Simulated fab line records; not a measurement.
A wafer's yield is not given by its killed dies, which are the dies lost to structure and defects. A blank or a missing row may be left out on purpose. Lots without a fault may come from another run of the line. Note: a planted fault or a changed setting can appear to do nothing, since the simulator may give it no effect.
Which tool is to blame? | flow rit cmos | 45 wafers from 15 lots sampled at 5 of the route's 202 steps

WHAT THE GAUGES READ, wafer by wafer
RIT_ACTIVE_BOW_MEAS_00. Usual: for INCOMING_BOW the level is 0 um and the standard deviation is 6.7.
lot  | measured    | on            | INCOMING_BOW (um) | flag
L463 | day 1 10:02 | film metro-02 | 0 -6 3            |
L464 | day 1 15:04 | film metro-02 | -1 2 0            |
L465 | day 1 20:00 | film metro-04 | 3 -8 1            |
L466 | day 2 01:01 | film metro-04 | 11 18 14          |
L468 | day 2 11:00 | film metro-02 | 11 2 5            |
L469 | day 2 16:00 | film metro-01 | -6 6 -4           |
L471 | day 3 02:01 | film metro-01 | 0 3 1             |
L472 | day 3 07:01 | film metro-04 | -2 -20 10         |
L474 | day 3 17:00 | film metro-01 | 8 -5 9            |
L476 | day 4 03:00 | film metro-02 | 2 0 -1            |
L482 | day 5 09:00 | film metro-01 | -5 3 8            |
L483 | day 5 14:00 | film metro-02 | -7 5 3            |
L484 | day 5 19:00 | film metro-02 | -3 -1 6           |
L485 | day 6 00:00 | film metro-04 | 3 -15 -3          |
L486 | day 6 05:00 | film metro-04 | -5 -5 -1          |

RIT_ACTIVE_CD_MEAS_11: target cd 1400 nm. Usual: 1400.2 nm for cd nm, sd 2.
lot  | measured    | on        | cd nm (nm)           | flag
L463 | day 1 14:29 | cd sem-02 | 1399.7 1399.9 1398.3 |
L464 | day 1 20:29 | cd sem-02 | 1400.1 1399.8 1400.5 |
L465 | day 2 00:38 | cd sem-01 | 1399.0 1399.1 1400.0 |
L466 | day 2 06:29 | cd sem-01 | 1398.1 1400.5 1402.4 |
L468 | day 2 15:54 | cd sem-02 | 1398.6 1398.8 1397.1 |
L469 | day 2 21:15 | cd sem-01 | 1400.1 1397.6 1399.4 |
L471 | day 3 06:37 | cd sem-02 | 1400.2 1401.1 1402.2 |
L472 | day 3 12:34 | cd sem-02 | 1399.8 1401.3 1399.0 |
L474 | day 3 22:29 | cd sem-02 | 1401.8 1401.2 1402.0 |
L476 | day 4 07:26 | cd sem-02 | 1398.2 1401.3 1402.1 |
L482 | day 5 13:31 | cd sem-02 | 1404.0 1401.6 1401.1 |
L483 | day 5 19:16 | cd sem-02 | 1401.4 1401.9 1400.7 |
L484 | day 6 00:29 | cd sem-02 | 1394.7 1398.5 1397.5 |
L485 | day 6 04:37 | cd sem-01 | 1403.1 1403.8 1403.2 |
L486 | day 6 10:22 | cd sem-01 | 1396.2 1399.2 1399.2 |

RIT_NWELL_TW_MEAS_10. Usual: for NWELL_TW the level is 2149 and the standard deviation is 16.
lot  | measured    | on            | NWELL_TW       | flag
L463 | day 1 23:20 | film metro-02 | 2165 2170 2166 |
L464 | day 2 03:20 | film metro-02 | 2174 2177 2175 |
L465 | day 2 10:03 | film metro-04 | 2118 2119 2126 |
L466 | day 2 14:22 | film metro-02 | 2165 2166 2174 |
L468 | day 3 00:46 | film metro-04 | 2131 2124 2138 |
L469 | day 3 04:16 | film metro-03 | 2149 2155 2149 |
L471 | day 3 15:08 | film metro-04 | 2127 2120 2118 |
L472 | day 3 18:51 | film metro-03 | 2139 2154 2141 |
L474 | day 4 05:19 | film metro-04 | 2127 2140 2147 |
L476 | day 4 17:22 | film metro-04 | 2135 2136 2120 |
L482 | day 5 21:38 | film metro-04 | 2144 2145 2141 |
L483 | day 6 01:55 | film metro-04 | 2146 2131 2142 |
L484 | day 6 07:25 | film metro-04 | 2142 2138 2136 |
L485 | day 6 14:22 | film metro-02 | 2171 2179 2173 |
L486 | day 6 21:53 | film metro-03 | 2158 2158 2159 |

RIT_PRETRO_TW_MEAS_10. Usual: for PRETRO_TW the level is 474.9 and the standard deviation is 2.8.
lot  | measured    | on            | PRETRO_TW         | flag
L463 | day 2 09:28 | film metro-01 | 476.3 474.0 475.7 |
L464 | day 2 13:47 | film metro-01 | 478.8 476.2 476.9 |
L465 | day 2 20:21 | film metro-04 | 467.5 466.2 468.0 |
L466 | day 3 01:25 | film metro-04 | 469.6 471.7 470.0 |
L468 | day 3 11:31 | film metro-01 | 474.3 472.5 475.7 |
L469 | day 3 15:19 | film metro-03 | 487.1 489.1 487.1 | OFF
L471 | day 4 01:59 | film metro-01 | 485.3 485.8 486.2 | OFF
L472 | day 4 05:05 | film metro-03 | 489.5 490.9 489.0 | OFF
L474 | day 4 16:56 | film metro-01 | 471.8 474.1 477.3 |
L476 | day 5 03:28 | film metro-03 | 473.6 476.1 475.4 |
L482 | day 6 07:52 | film metro-01 | 476.3 478.5 477.5 |
L483 | day 6 12:05 | film metro-03 | 477.7 471.5 479.2 |
L484 | day 6 18:52 | film metro-03 | 479.1 474.0 476.3 |
L485 | day 7 02:45 | film metro-04 | 472.3 471.5 472.1 |
L486 | day 7 09:16 | film metro-01 | 474.0 472.6 472.3 |

EACH LOT AND THE TOOL THAT RAN IT (in order: tool; ch and the chambers of the sampled wafers; start)
lot  | RIT_PRETRO_IMPLANT_08
L463 | implanter-04 ch 0, day 2 09:11
L464 | implanter-01 ch 0, day 2 13:31
L465 | implanter-02 ch 0, day 2 20:02
L466 | implanter-01 ch 0, day 3 01:06
L468 | implanter-04 ch 0, day 3 11:11
L469 | implanter-01 ch 0, day 3 14:59
L471 | implanter-01 ch 0, day 4 01:41
L472 | implanter-01 ch 0, day 4 04:47
L474 | implanter-02 ch 0, day 4 16:37
L476 | implanter-04 ch 0, day 5 03:08
L482 | implanter-04 ch 0, day 6 07:32
L483 | implanter-04 ch 0, day 6 11:46
L484 | implanter-01 ch 0, day 6 18:33
L485 | implanter-04 ch 0, day 7 02:25
L486 | implanter-04 ch 0, day 7 08:57
- RIT_PRETRO_IMPLANT_08

WHAT THE TOOLS THEMSELVES READ (means of the sampled wafers that have a number; where no wafer has one, the mark that the record gives instead)
RIT_PRETRO_IMPLANT_08. Usual: dose ions cm2 1.2e+13, standard deviation 1.3e+10; faraday current uA 38.0, standard deviation 0.78; tilt deg 7.003 degrees, standard deviation 0.019.
lot  | tool         | dose ions cm2 | faraday current uA | tilt deg (degrees) | flag
L463 | implanter-04 | 1.2e+13       | 37.9               | 6.993              |
L464 | implanter-01 | 1.2e+13       | 37.6               | 6.989              |
L465 | implanter-02 | 1.2e+13       | 38.6               | 6.986              |
L466 | implanter-01 | 1.2e+13       | 37.4               | 7.002              |
L468 | implanter-04 | 1.2e+13       | 38.1               | 7.021              |
L469 | implanter-01 | 1.3e+13       | 40.2               | 6.985              | OFF
L471 | implanter-01 | 1.3e+13       | 40.7               | 7.013              | OFF
L472 | implanter-01 | 1.3e+13       | 41.0               | 6.987              | OFF
L474 | implanter-02 | 1.2e+13       | 38.4               | 6.990              |
L476 | implanter-04 | 1.2e+13       | 37.6               | 6.995              |
L482 | implanter-04 | 1.2e+13       | 38.1               | 7.004              |
L483 | implanter-04 | 1.2e+13       | 38.0               | 6.993              |
L484 | implanter-01 | 1.2e+13       | 37.6               | 7.009              |
L485 | implanter-04 | 1.2e+13       | 38.4               | 7.013              |
L486 | implanter-04 | 1.2e+13       | 38.0               | 7.006              |

THE ANSWER, worked out from the rows above alone
Rule: lot off if the mean of its wafers having a number is beyond 3 standard deviations from the usual mean. Also off: a lot with no number at a reading for which 4 or more lots have one. Where the step has rows for the other lots, those lots are counted as sound. After the gauges, taken in route order, come the tools' own readings; for these a lot's mean is taken, as printed above. The first step at which some lot is off is used, and at that step the reading that is off furthest; a lot without a number counts as furthest.
Off: L469, L471, L472, at RIT_PRETRO_TW_MEAS_10 (PRETRO_TW).
A tool fits if, at a process step before that reading, it ran every lot that is off, and no sound lot after the first of them. Not tried: the gauges at RIT_PRETRO_TW_MEAS_10; whatever is off there is also off at RIT_PRETRO_IMPLANT_08, on other tools, and gauge error can't account for it. Not one of the candidates tried fits.

WHAT THE SIMULATOR HAD PUT IN
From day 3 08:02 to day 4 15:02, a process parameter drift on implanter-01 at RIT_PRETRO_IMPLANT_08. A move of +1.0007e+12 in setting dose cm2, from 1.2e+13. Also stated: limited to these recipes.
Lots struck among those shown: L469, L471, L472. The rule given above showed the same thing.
